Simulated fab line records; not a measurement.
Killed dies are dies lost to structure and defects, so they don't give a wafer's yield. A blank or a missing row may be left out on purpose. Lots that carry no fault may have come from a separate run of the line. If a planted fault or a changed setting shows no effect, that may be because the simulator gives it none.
Shared-tool check -- flow berkeley cmos170 -- Sampled: 13 lots, 39 wafers

== REASON FOR OPENING ==
UCB170_NLDD_TW_MEAS_11, reading NLDD_TW: flagged on 1 of 13 lots. Wafers without a fault read 2200, standard deviation 18.
Rule: a lot is flagged when every wafer of it that has a number lies more than 4 standard deviations from that mean, or none has a number. The other lots count as sound.

lot,measured,on,"NLDD_TW, wafer by wafer",flag
L240,day 6 16:40,film metro-02,2214 2227 2226,
L242,day 6 23:51,film metro-02,2222 2215 2213,
L241,day 7 00:43,film metro-01,2213 2220 2211,
L243,day 7 13:22,film metro-03,2183 2183 2187,
L244,day 7 13:50,film metro-03,2182 2177 2192,
L248,day 8 14:47,film metro-01,30 30 30,FLAGGED
L250,day 8 16:41,film metro-03,2193 2174 2188,
L255,day 9 18:04,film metro-02,2219 2219 2199,
L257,day 9 22:53,film metro-01,2212 2208 2210,
L256,day 9 22:59,film metro-02,2226 2205 2224,
L258,day 10 15:33,film metro-03,2169 2171 2185,
L259,day 10 16:13,film metro-03,2185 2186 2175,
L260,day 10 23:52,film metro-01,2199 2213 2192,
On average the flagged lots read 30, which is -2170 against the usual, or -99 or more standard deviations.

== WHICH TOOL RAN EACH LOT ==
The record holds 2 process steps before the reading, out of a route of 331 steps. In each cell: the tool, then ch and the chambers that the sampled wafers went through, then the start.
lot,flag,UCB170_NLDD_EXPOSE_03,UCB170_NLDD_STRIP_10
L240,,"krf scanner-01 ch 0, day 6 15:40","plasma asher-02 ch 0,1, day 6 16:35"
L242,,"krf scanner-02 ch 0, day 6 22:36","plasma asher-04 ch 0,1, day 6 23:45"
L241,,"krf scanner-01 ch 0, day 6 23:13","plasma asher-04 ch 0,1, day 7 00:37"
L243,,"krf scanner-02 ch 0, day 7 12:15","plasma asher-01 ch 0,1, day 7 13:16"
L244,,"krf scanner-02 ch 0, day 7 12:32","plasma asher-01 ch 0,1, day 7 13:41"
L248,FLAGGED,"krf scanner-02 ch 0, day 8 13:50","plasma asher-01 ch 1, day 8 14:41"
L250,,"krf scanner-02 ch 0, day 8 15:20","plasma asher-01 ch 0,1, day 8 16:35"
L255,,"krf scanner-02 ch 0, day 9 16:57","plasma asher-01 ch 0,1, day 9 17:59"
L257,,"krf scanner-02 ch 0, day 9 21:31","plasma asher-02 ch 0,1, day 9 22:47"
L256,,"krf scanner-02 ch 0, day 9 21:50","plasma asher-01 ch 0,1, day 9 22:53"
L258,,"krf scanner-02 ch 0, day 10 14:37","plasma asher-01 ch 0,1, day 10 15:26"
L259,,"krf scanner-01 ch 0, day 10 15:17","plasma asher-02 ch 0,1, day 10 16:08"
L260,,"krf scanner-01 ch 0, day 10 22:49","plasma asher-01 ch 0,1, day 10 23:45"
What is done by these steps:
- UCB170_NLDD_EXPOSE_03: exposes mask NSELECT, target cd 1200 nm.
- UCB170_NLDD_STRIP_10: strips in O2.
- UCB170_NLDD_TW_MEAS_11

== FLAGGED OVER TOTAL, TOOL BY TOOL (the gauges that took the reading come last) ==
step,tool,lots run,flagged,share of the flagged lots,sound lots run after its first flagged lot
UCB170_NLDD_EXPOSE_03,krf scanner-01,4,0,none,-
UCB170_NLDD_EXPOSE_03,krf scanner-02,9,1,all,"5 (L250,L255,L257,L256,L258)"
UCB170_NLDD_STRIP_10,plasma asher-01,8,1,all,"5 (L250,L255,L256,L258,L260)"
UCB170_NLDD_STRIP_10,plasma asher-02,3,0,none,-
UCB170_NLDD_STRIP_10,plasma asher-04,2,0,none,-
UCB170_NLDD_TW_MEAS_11,film metro-01,4,1,all,"2 (L257,L260)"
UCB170_NLDD_TW_MEAS_11,film metro-02,4,0,none,-
UCB170_NLDD_TW_MEAS_11,film metro-03,5,0,none,-

== THE TABLE: WHAT IT ALLOWS ==
All flagged lots were run by 3 table rows, namely krf scanner-02 at UCB170_NLDD_EXPOSE_03, plasma asher-01 at UCB170_NLDD_STRIP_10, film metro-01 at UCB170_NLDD_TW_MEAS_11.
- krf scanner-02 at UCB170_NLDD_EXPOSE_03 ran 9 lots, 1 of them flagged. Sound lots followed the first flagged one (L250, L255, L257, L256, L258) on it, something a lasting fault affecting the whole tool could not allow.
- plasma asher-01 at UCB170_NLDD_STRIP_10 ran 8 lots, 1 of them flagged. Sound lots followed the first flagged one (L250, L255, L256, L258, L260) on it, something a lasting fault affecting the whole tool could not allow.
- film metro-01 at UCB170_NLDD_TW_MEAS_11 ran 4 lots, 1 of them flagged. Sound lots followed the first flagged one (L257, L260) on it, something a lasting fault affecting the whole tool could not allow.
No row of the table ran every flagged lot and no sound lot after the first.

== WHAT THE SIMULATOR PUT IN ==
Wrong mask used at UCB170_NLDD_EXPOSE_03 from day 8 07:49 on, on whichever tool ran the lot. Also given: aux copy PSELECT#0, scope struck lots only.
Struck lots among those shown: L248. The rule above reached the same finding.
